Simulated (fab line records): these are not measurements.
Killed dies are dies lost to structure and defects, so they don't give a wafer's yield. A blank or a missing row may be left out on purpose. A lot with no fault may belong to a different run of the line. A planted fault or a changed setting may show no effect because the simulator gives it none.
Which tool is to blame? ; flow berkeley-cmos170 ; 14 lots with 42 wafers sampled at 3 steps, on a route of 331 steps

WHAT EACH GAUGE READ, for each wafer
UCB170_M3_CD_MEAS_90: target cd 700 nm.
lot;measured;on;cd-nm (nm)
L553;day 7 13:50;cd-sem-01;703 700 701
L558;day 8 09:46;cd-sem-02;700 707 699
L556;day 8 10:41;cd-sem-02;701 700 701
L560;day 8 22:45;cd-sem-01;694 697 695
L559;day 8 23:26;cd-sem-02;697 696 703
L561;day 9 04:11;cd-sem-02;698 699 699
L563;day 9 07:18;cd-sem-02;699 703 697
L565;day 9 22:33;cd-sem-01;702 704 702
L566;day 10 17:05;cd-sem-01;698 699 698
L570;day 11 10:10;cd-sem-01;706 724 726
L571;day 11 11:23;cd-sem-01;705 726 706
L572;day 11 11:58;cd-sem-01;701 698 698
L575;day 11 23:43;cd-sem-02;704 702 693
L573;day 12 00:17;cd-sem-01;690 703 689

WHICH TOOL RAN EACH LOT (tool, then ch and the chambers of the sampled wafers, then the start)
lot;UCB170_M3_METAL_ETCH_18;UCB170_M3_STRIP_19
L553;rie-metal-01 ch 1, day 7 13:24;plasma-asher-02 ch 0,1, day 7 13:43
L558;rie-metal-03 ch 0,1, day 8 09:25;plasma-asher-01 ch 0,1, day 8 09:37
L556;rie-metal-01 ch 1, day 8 10:18;plasma-asher-02 ch 0,1, day 8 10:35
L560;rie-metal-04 ch 0,1, day 8 22:29;plasma-asher-03 ch 0,1, day 8 22:38
L559;rie-metal-03 ch 0,1, day 8 23:08;plasma-asher-02 ch 0,1, day 8 23:20
L561;rie-metal-04 ch 0,1, day 9 03:53;plasma-asher-02 ch 0,1, day 9 04:05
L563;rie-metal-03 ch 0,1, day 9 07:01;plasma-asher-03 ch 0,1, day 9 07:12
L565;rie-metal-03 ch 0,1, day 9 22:15;plasma-asher-03 ch 0,1, day 9 22:26
L566;rie-metal-04 ch 0, day 10 16:41;plasma-asher-02 ch 0,1, day 10 16:58
L570;rie-metal-01 ch 0,1, day 11 09:53;plasma-asher-01 ch 0,1, day 11 10:04
L571;rie-metal-01 ch 0,1, day 11 11:01;plasma-asher-03 ch 0,1, day 11 11:10
L572;rie-metal-03 ch 0,1, day 11 11:40;plasma-asher-01 ch 0,1, day 11 11:52
L575;rie-metal-03 ch 0,1, day 11 23:24;plasma-asher-03 ch 0,1, day 11 23:35
L573;rie-metal-03 ch 0,1, day 12 00:00;plasma-asher-01 ch 0,1, day 12 00:11
- UCB170_M3_METAL_ETCH_18: etches Al in Cl2/BCl3, stops on SiO2, target depth 1170 nm, time 195 s.
- UCB170_M3_STRIP_19: strips in O2.

WHAT THE TOOLS THEMSELVES READ (means of the sampled wafers that have a number; where no wafer has one, the mark that the record gives instead)
UCB170_M3_METAL_ETCH_18.
lot;tool;drypump-motor-current-A (A);oes-product-au (a.u.);rf-fwd-power-W (W);throttle-valve-pct (%)
L553;rie-metal-01;4.9;0.857;598.7;24.51
L558;rie-metal-03;5.5;0.868;597.4;24.18
L556;rie-metal-01;4.9;0.849;598.2;24.50
L560;rie-metal-04;6.0;0.835;598.6;24.44
L559;rie-metal-03;5.4;0.871;599.4;24.17
L561;rie-metal-04;6.0;0.846;597.8;24.43
L563;rie-metal-03;5.4;0.866;597.1;24.17
L565;rie-metal-03;5.4;0.871;596.7;24.33
L566;rie-metal-04;5.8;0.825;599.5;24.37
L570;rie-metal-01;5.5;0.805;438.3;24.63
L571;rie-metal-01;5.2;0.828;519.2;24.57
L572;rie-metal-03;5.5;0.869;598.2;24.17
L575;rie-metal-03;5.4;0.884;597.7;24.33
L573;rie-metal-03;5.4;0.874;600.1;24.17

UCB170_M3_STRIP_19.
lot;tool;drypump-motor-current-A (A);oes-product-au (a.u.)
L553;plasma-asher-02;5.5;0.561
L558;plasma-asher-01;5.2;0.533
L556;plasma-asher-02;5.6;0.552
L560;plasma-asher-03;5.9;0.517
L559;plasma-asher-02;5.5;0.529
L561;plasma-asher-02;5.5;0.519
L563;plasma-asher-03;5.9;0.534
L565;plasma-asher-03;5.9;0.535
L566;plasma-asher-02;5.6;0.516
L570;plasma-asher-01;5.2;0.667
L571;plasma-asher-03;5.4;0.612
L572;plasma-asher-01;5.2;0.539
L575;plasma-asher-03;5.9;0.536
L573;plasma-asher-01;5.3;0.550

THE ANSWER, worked out from the rows above alone
Rule: what is usual is taken from the lots themselves. The widest of any qualifying gaps counts: lots, ordered by their means at a reading, are off when they make up no more than a third of the lots, leave a main group of 4 or more, and stand apart from it by 3 or more times the standard deviation of that group's means. A main group whose means are all the same, to the digits that the tables above print for the reading, isn't used. A lot without any number at a reading at which 4 lots or more have one is off too. Any other lot the step has rows for is counted as sound. After the gauges, taken in route order, come the tools' own readings; for these a lot's mean is taken, as printed above. The first step at which some lot is off is used, and at that step the reading that is off furthest; a lot without a number counts as furthest.
Off at UCB170_M3_CD_MEAS_90 (cd-nm): L570, L571. Main group: mean 699 nm, sd 2.4.
If a tool, at a process step before that reading, ran all the lots that are off and no sound lot after the first of them, it fits. The gauges at UCB170_M3_CD_MEAS_90 aren't tried: what is off there is off at UCB170_M3_METAL_ETCH_18 too, on other tools, and a gauge's error can't cause that. One fits: rie-metal-01 at UCB170_M3_METAL_ETCH_18. Its last sound lot is L556 (day 8 10:18), its first lot that is off L570 (day 11 09:53): a fault that began between those two fits.
On the lots that are off, the tool's own readings at UCB170_M3_METAL_ETCH_18 differ by more than 5 times the standard deviation of the sound lots' means, which bears it out; rf-fwd-power-W reads 478.8 W there versus 598.3 W on the sound lots.

WHAT THE SIMULATOR HAD INSERTED
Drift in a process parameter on rie-metal-01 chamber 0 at UCB170_M3_METAL_ETCH_18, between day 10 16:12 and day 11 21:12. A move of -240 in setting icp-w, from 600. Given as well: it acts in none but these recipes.
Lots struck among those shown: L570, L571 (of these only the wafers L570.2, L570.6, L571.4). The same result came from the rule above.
